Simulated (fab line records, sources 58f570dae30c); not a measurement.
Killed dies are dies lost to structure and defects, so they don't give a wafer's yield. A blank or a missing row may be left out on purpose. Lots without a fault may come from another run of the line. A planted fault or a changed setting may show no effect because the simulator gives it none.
Which tool did it? | flow berkeley_cmos170 | 14 lots, 42 wafers sampled, at 4 steps of a route of 331

WHAT THE GAUGES READ, wafer by wafer
UCB170_NWELL_TW_MEAS_16. Usual: NWELL_TW 1240, standard deviation 17.
lot  | measured    | on            | NWELL_TW       | flag
L233 | day 3 01:41 | film_metro-04 | 1256 1263 1256 |
L234 | day 3 08:17 | film_metro-02 | 1221 1226 1220 |
L236 | day 3 14:28 | film_metro-03 | 1265 1265 1267 |
L240 | day 4 06:17 | film_metro-03 | 1241 1249 1246 |
L241 | day 4 22:26 | film_metro-02 | 1229 1230 1233 |
L242 | day 4 22:32 | film_metro-03 | 1250 1252 1246 |
L244 | day 5 05:41 | film_metro-02 | 1224 1226 1230 |
L246 | day 5 17:49 | film_metro-04 | 1262 1260 1256 |
L245 | day 5 17:55 | film_metro-02 | 1224 1229 1227 |
L248 | day 6 02:30 | film_metro-02 | 1232 1227 1232 |
L250 | day 6 11:49 | film_metro-04 | 1265 1261 1261 |
L251 | day 6 21:03 | film_metro-02 | 1222 1221 1231 |
L252 | day 6 21:28 | film_metro-03 | 1257 1256 1252 |
L254 | day 7 04:53 | film_metro-04 | 1256 1262 1256 |

UCB170_PVT_OVL_MEAS_06. Usual: PVT_OVL 2 nm, standard deviation 5.8.
lot  | measured     | on         | PVT_OVL (nm) | flag
L233 | day 6 20:47  | overlay-01 | 10 10 3      |
L234 | day 7 10:48  | overlay-01 | -1 -2 -6     |
L236 | day 7 11:25  | overlay-01 | 3 1 -3       |
L240 | day 8 06:19  | overlay-01 | 6 -1 -1      |
L241 | day 9 02:26  | overlay-01 | -3 -7 -8     |
L242 | day 9 02:43  | overlay-01 | 13 12 8      |
L244 | day 9 10:01  | overlay-01 | 6 3 3        |
L246 | day 9 18:19  | overlay-02 | 0 1 7        |
L245 | day 9 19:09  | overlay-02 | 18 10 15     |
L248 | day 10 11:36 | overlay-01 | -1 -3 -1     |
L250 | day 10 16:35 | overlay-02 | 8 12 12      |
L251 | day 11 00:14 | overlay-01 | -7 -3 1      |
L252 | day 10 23:47 | overlay-02 | -1 -1 -4     |
L254 | day 11 08:10 | overlay-01 | 4 4 11       |

UCB170_GATE_OVL_MEAS_13. Usual: GATE_OVL 0 nm, standard deviation 5.9.
lot  | measured     | on         | GATE_OVL (nm) | flag
L233 | day 7 14:31  | overlay-01 | -6 -11 -11    |
L234 | day 8 03:58  | overlay-01 | -15 -4 5      |
L236 | day 8 04:41  | overlay-01 | -3 6 2        |
L240 | day 9 02:17  | overlay-01 | 4 5 4         |
L241 | day 10 00:02 | overlay-02 | 8 -6 2        |
L242 | day 10 00:17 | overlay-01 | 10 9 4        |
L244 | day 10 05:19 | overlay-01 | -7 -4 1       |
L246 | day 10 05:34 | overlay-02 | -6 -10 0      |
L245 | day 10 05:56 | overlay-02 | -3 7 10       |
L248 | day 11 02:14 | overlay-02 | 5 -1 -4       |
L250 | day 11 08:39 | overlay-02 | 4 3 -2        |
L251 | day 11 13:40 | overlay-01 | 0 -3 3        |
L252 | day 11 13:41 | overlay-02 | 7 7 11        |
L254 | day 11 22:26 | overlay-02 | -2 -2 -5      |

WHICH TOOL RAN EACH LOT (tool, then ch and the chambers of the sampled wafers, then the start)
lot  | UCB170_NWELL_IMPLANT_14
L233 | implanter-02 ch 0, day 3 01:28
L234 | implanter-02 ch 0, day 3 08:02
L236 | implanter-02 ch 0, day 3 14:13
L240 | implanter-02 ch 0, day 4 06:04
L241 | implanter-04 ch 0, day 4 22:11
L242 | implanter-02 ch 0, day 4 22:17
L244 | implanter-01 ch 0, day 5 05:26
L246 | implanter-04 ch 0, day 5 17:35
L245 | implanter-01 ch 0, day 5 17:41
L248 | implanter-04 ch 0, day 6 02:15
L250 | implanter-04 ch 0, day 6 11:33
L251 | implanter-04 ch 0, day 6 20:48
L252 | implanter-04 ch 0, day 6 21:14
L254 | implanter-01 ch 0, day 7 04:38
- UCB170_NWELL_IMPLANT_14

WHAT THE TOOLS THEMSELVES READ (means of the sampled wafers that have a number; where no wafer has one, the mark that the record gives instead)
UCB170_NWELL_IMPLANT_14. Usual: dose_ions_cm2 1e+13, standard deviation 1.1e+10; end_station_pressure_torr 5.05e-06 Torr, standard deviation 2.7e-07; tilt_deg 6.995 degrees, standard deviation 0.02.
lot  | tool         | dose_ions_cm2 | end_station_pressure_torr (Torr) | tilt_deg (degrees) | flag
L233 | implanter-02 | 1e+13         | 5.18e-06                         | 6.958              |
L234 | implanter-02 | 1e+13         | 5.20e-06                         | 7.002              |
L236 | implanter-02 | 1e+13         | 4.96e-06                         | 6.968              |
L240 | implanter-02 | 1e+13         | 5.11e-06                         | 8.019              | OFF
L241 | implanter-04 | 1e+13         | 5.20e-06                         | 6.988              |
L242 | implanter-02 | 1e+13         | 5.14e-06                         | 8.016              | OFF
L244 | implanter-01 | 1e+13         | 4.89e-06                         | 6.983              |
L246 | implanter-04 | 1e+13         | 5.13e-06                         | 6.994              |
L245 | implanter-01 | 1e+13         | 5.10e-06                         | 7.012              |
L248 | implanter-04 | 1e+13         | 4.98e-06                         | 7.013              |
L250 | implanter-04 | 1e+13         | 5.25e-06                         | 6.988              |
L251 | implanter-04 | 1e+13         | 5.09e-06                         | 6.998              |
L252 | implanter-04 | 1e+13         | 5.11e-06                         | 7.002              |
L254 | implanter-01 | 1e+13         | 5.09e-06                         | 6.994              |

THE ANSWER, worked out from the rows above alone
Rule: a lot is off if the mean of its wafers that have a number lies more than 3 standard deviations from the usual mean. A lot without any number at a reading at which 4 lots or more have one is off too. The other lots that the step has rows for count as sound. The gauges are gone through in route order, then the tools' own readings, and for those a lot's mean is taken as printed above. The first step at which some lot is off is used, and at that step the reading that is off furthest; a lot without a number counts as furthest.
Off: L240, L242, at UCB170_NWELL_IMPLANT_14 (tilt_deg).
A tool fits if, at that step or a process step before it, it ran every lot that is off, and no sound lot after the first of them. One fits: implanter-02 at UCB170_NWELL_IMPLANT_14. Its last sound lot is L236 (day 3 14:13), its first lot that is off L240 (day 4 06:04): a fault that began between those two fits.
The tool's own readings at UCB170_NWELL_IMPLANT_14 bear it out: on the lots that are off they differ by more than 5 times the standard deviation of the sound lots' means. tilt_deg reads 8.018 degrees there against 6.992 degrees on the sound lots.

WHAT THE SIMULATOR HAD PUT IN
Process parameter drift: implanter-02, from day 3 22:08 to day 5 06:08, at UCB170_NWELL_IMPLANT_14. Setting tilt_deg, moved by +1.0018, from 7. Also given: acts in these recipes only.
Lots struck among those shown: L240, L242. The rule above found the same.
